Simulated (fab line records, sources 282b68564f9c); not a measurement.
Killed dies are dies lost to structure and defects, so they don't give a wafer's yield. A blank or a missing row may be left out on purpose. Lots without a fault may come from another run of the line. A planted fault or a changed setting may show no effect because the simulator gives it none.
One fault seen from 2 desks | flow rit_cmos | each desk has only its own numbers; what lay behind them comes last

THE TOOL OWNER'S DESK: furnace-04
The tool's own readings at RIT_ACTIVE_OXIDATION_01 (target thk 46.8 nm, ox time 3360 s): means of the sampled wafers that have a number, for each lot that ran on this tool. A lot is out of limits, marked OUT, if its mean lies more than 4 standard deviations from the usual mean; the brackets give that distance.
Columns: A = spike_tc_centre_C at RIT_ACTIVE_OXIDATION_01, usual 1001.7 C; B = spike_tc_load_C at RIT_ACTIVE_OXIDATION_01, usual 1027 C; C = spike_tc_source_C at RIT_ACTIVE_OXIDATION_01, usual 1023.0 C; D = tube_center_temp_C at RIT_ACTIVE_OXIDATION_01, usual 999.99 C; E = tube_center_temp_C_max at RIT_ACTIVE_OXIDATION_01, usual 1002.5
lot  | first seen here | A               | B              | C               | D                        | E
L692 | day 1 20:07     | 1001.3          | 1032           | 1025.1          | 999.94                   | 1002.9
L702 | day 3 22:07     | 960.3 (-35) OUT | 991 (-7.3) OUT | 984.4 (-18) OUT | 959.95 (-99 or more) OUT | 962.2 (-96) OUT
L703 | day 4 03:07     | 961.8 (-33) OUT | 992 (-7.2) OUT | 985.2 (-17) OUT | 959.99 (-99 or more) OUT | 962.1 (-96) OUT
This desk's finding: out of limits on L702, L703; first on L702, day 3 22:07 (spike_tc_centre_C at RIT_ACTIVE_OXIDATION_01). In limits: L692.

THE METROLOGY DESK
What the gauges read, lot by lot, whatever tool the lot ran on: means of the sampled wafers that have a number. A lot is out of limits, marked OUT, if its mean lies more than 4 standard deviations from the usual mean; the brackets give that distance.
Columns: A = ACTIVE_OXIDE_THK at RIT_ACTIVE_THK_MEAS_02, usual 47.2 nm
lot  | first seen here | A
L690 | day 1 12:53     | 47.2
L691 | day 1 18:25     | 47.3
L692 | day 1 22:03     | 46.3
L693 | day 2 03:04     | 48.1
L695 | day 2 14:32     | 48.0
L702 | day 4 00:04     | 33.6 (-16) OUT
L703 | day 4 05:03     | 33.7 (-16) OUT
L704 | day 4 11:02     | 45.5
L707 | day 5 01:03     | 47.8
L708 | day 5 06:03     | 46.7
L709 | day 5 11:04     | 46.8
L710 | day 5 16:03     | 46.5
L711 | day 5 21:03     | 47.8
L713 | day 6 07:03     | 45.8
This desk's finding: out of limits on L702, L703; first on L702, day 4 00:04 (ACTIVE_OXIDE_THK at RIT_ACTIVE_THK_MEAS_02). In limits: L690, L691, L692, L693, L695, L704, L707, L708, L709, L710, L711, L713.

PUT TOGETHER
The tool owner's desk could have raised an alarm at day 3 22:07, on L702, L703.
The metrology desk could have raised an alarm at day 4 00:04, on L702, L703.
Of the lots named, all ran RIT_ACTIVE_OXIDATION_01 on furnace-04.

WHAT THE SIMULATOR HAD PUT IN
Process parameter drift: furnace-04, from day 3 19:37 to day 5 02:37, at RIT_ACTIVE_OXIDATION_01. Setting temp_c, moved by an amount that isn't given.
Lots struck among those shown: L702, L703.
Hours from the fault's start to each desk's first reading out of limits: the tool owner's desk, 2; the metrology desk, 4.
